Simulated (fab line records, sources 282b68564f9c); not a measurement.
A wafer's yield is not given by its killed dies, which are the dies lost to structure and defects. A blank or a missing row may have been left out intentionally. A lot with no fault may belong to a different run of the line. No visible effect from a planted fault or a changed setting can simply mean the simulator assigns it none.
What tool caused it?    flow rit_cmos    7 lots with 21 wafers sampled at 2 steps, on a route of 202 steps

== WHAT THE GAUGES SHOWED, per wafer ==
RIT_PWELL_OVL_MEAS_06.
lot   measured     on          PWELL_OVL (nm)
L554  day 2 09:40  overlay-01  1.2 3.5 3.3
L558  day 3 06:23  overlay-01  - - -
L565  day 4 17:25  overlay-01  2.3 2.4 0.3
L567  day 5 03:47  overlay-01  0.9 0.3 1.4
L569  day 5 12:26  overlay-01  -0.2 2.7 4.1
L571  day 5 22:35  overlay-01  -0.8 1.4 -0.2
L573  day 6 09:03  overlay-02  1.1 1.1 0.9

== WHAT TOOL EACH LOT RAN ON (gives the tool, then ch and the chambers of the sampled wafers, and finally the start) ==
lot   RIT_PWELL_COAT_01
L554  litho_track-03 ch 0, day 2 08:52
L558  litho_track-04, day 3 05:34
L565  litho_track-03 ch 0, day 4 16:42
L567  litho_track-03 ch 0, day 5 02:56
L569  litho_track-01 ch 0, day 5 11:35
L571  litho_track-01 ch 0, day 5 21:51
L573  litho_track-04 ch 0, day 6 08:13
- RIT_PWELL_COAT_01: resist thk 1300 nm.

== THE ANSWER, worked out from the rows above alone ==
Rule: the lots themselves supply what counts as usual. The widest of any qualifying gaps counts: lots, ordered by their means at a reading, are off when they make up no more than a third of the lots, leave a main group of 4 or more, and stand apart from it by 3 or more times the standard deviation of that group's means. A main group is skipped when, at the precision printed for the reading in the tables above, its means are all equal. A lot without any number at a reading at which 4 lots or more have one is off too. Where the step has rows for the other lots, those lots are counted as sound.
Off: L558, seen at RIT_PWELL_OVL_MEAS_06 (PWELL_OVL). Without a number there: L558. The main group: mean 1.4 nm, standard deviation 0.85.
If a tool, at a process step before that reading, ran all the lots that are off and no sound lot after the first of them, it fits. Those tools and the gauges at RIT_PWELL_OVL_MEAS_06 are tried in the same way. No candidate that was tried fits.

== WHAT THE SIMULATOR PUT IN ==
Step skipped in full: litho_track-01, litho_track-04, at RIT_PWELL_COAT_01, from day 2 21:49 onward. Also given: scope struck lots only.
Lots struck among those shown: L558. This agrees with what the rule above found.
